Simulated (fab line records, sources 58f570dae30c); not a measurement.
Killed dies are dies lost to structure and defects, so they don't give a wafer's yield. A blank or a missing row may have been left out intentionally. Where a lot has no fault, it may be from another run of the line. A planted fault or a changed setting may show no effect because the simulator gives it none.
Matching of chambers -- flow berkeley-cmos170 -- UCB170_ZERO_ETCH_06 on rie-diel-01: 4 sister chambers
The step etches SiO2 in CHF3/CF4/Ar, time 12 s. 4 wafers are shown with their chamber, then 8 later ones without.

== EACH WAFER AND ITS CHAMBER ==
wafer,chamber,throttle-valve-pct (%)
L386.3,0,9.13
L386.4,1,9.20
L386.6,3,9.25
L387.1,2,9.14

== WAFERS WHOSE CHAMBER IS MISSING ==
wafer,throttle-valve-pct (%)
L387.2,9.18
L387.6,9.27
L389.2,9.12
L389.4,9.17
L389.5,9.24
L390.2,9.15
L390.4,9.18
L390.5,9.14

== THE CHAMBER EACH PASSED THROUGH ==
wafer,from the rows above,in truth
L387.2,can't be placed: 1 or 2 or 0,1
L387.6,3,3
L389.2,can't be placed: 0 or 2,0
L389.4,can't be placed: 1 or 2 or 0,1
L389.5,can't be placed: 3 or 1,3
L390.2,can't be placed: 2 or 0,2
L390.4,can't be placed: 1 or 2 or 0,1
L390.5,can't be placed: 2 or 0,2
Placed correctly: 1 of 8. Can't be placed from these rows: 7 (the true chamber is among the candidates in 7). Placed wrongly: 0.
How it was worked out, from the rows above alone: a wafer's distance from a chamber is the root of the sum, over the readings, of the square of ((its reading less the chamber's mean) divided by the reading's scatter). The wafer belongs to the nearest chamber; if the next one is less than 2 further off, it can't be placed. For every chamber, the mean is computed from those of its wafers that are shown. The scatter: with one shown wafer a chamber, the root of the mean of the squares of how far each hidden wafer lies from its nearest shown one.
